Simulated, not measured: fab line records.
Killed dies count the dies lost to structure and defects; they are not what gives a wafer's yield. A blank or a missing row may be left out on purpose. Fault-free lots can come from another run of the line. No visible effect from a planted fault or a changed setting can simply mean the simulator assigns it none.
Which tool did it? ; flow ritCmos ; 6 lots with 18 wafers sampled at 2 steps, on a route of 202 steps

WHAT THE GAUGES SHOWED, per wafer
RIT_GATE_OVL_MEAS_17.
lot;measured;on;GATE_OVL (nm)
L616;day 3 06:29;overlay-02;-0.3 -2.2 1.8
L618;day 3 10:46;overlay-02;0.7 1.0 0.2
L622;day 4 08:08;overlay-01;1.1 1.4 0.3
L624;day 4 15:32;overlay-01;2.3 0.5 2.3
L629;day 5 15:10;overlay-02;-1.8 -1.6 0.9
L636;day 7 04:15;overlay-02;1.1 0.6 -0.7

WHAT TOOL EACH LOT RAN ON (gives the tool, then ch and the chambers of the sampled wafers, and finally the start)
lot;RIT_PRETRO_STRIP_09
L616;plasmaAsher-01 ch 0,1, day 2 17:58
L618;plasmaAsher-03 ch 0, day 3 04:16
L622;plasmaAsher-03 ch 1, day 4 02:49
L624;plasmaAsher-01 ch 0,1, day 4 09:18
L629;plasmaAsher-03 ch 0,1, day 5 10:08
L636;plasmaAsher-02 ch 0,1, day 6 23:23
- RIT_PRETRO_STRIP_09: strips in O2, time 180 s.

THE ANSWER, worked out from the rows above alone
Rule: usual is defined by the lots themselves. The widest of any qualifying gaps counts: lots, ordered by their means at a reading, are off when they make up no more than a third of the lots, leave a main group of 4 or more, and stand apart from it by 3 or more times the standard deviation of that group's means. Not used: any main group whose means are identical at the precision the tables above print for the reading. A lot without any number at a reading at which 4 lots or more have one is off too. Where the step has rows for the other lots, those lots are counted as sound.
Nothing can be told from this: no lot is off at any reading shown.

WHAT THE SIMULATOR HAD INSERTED
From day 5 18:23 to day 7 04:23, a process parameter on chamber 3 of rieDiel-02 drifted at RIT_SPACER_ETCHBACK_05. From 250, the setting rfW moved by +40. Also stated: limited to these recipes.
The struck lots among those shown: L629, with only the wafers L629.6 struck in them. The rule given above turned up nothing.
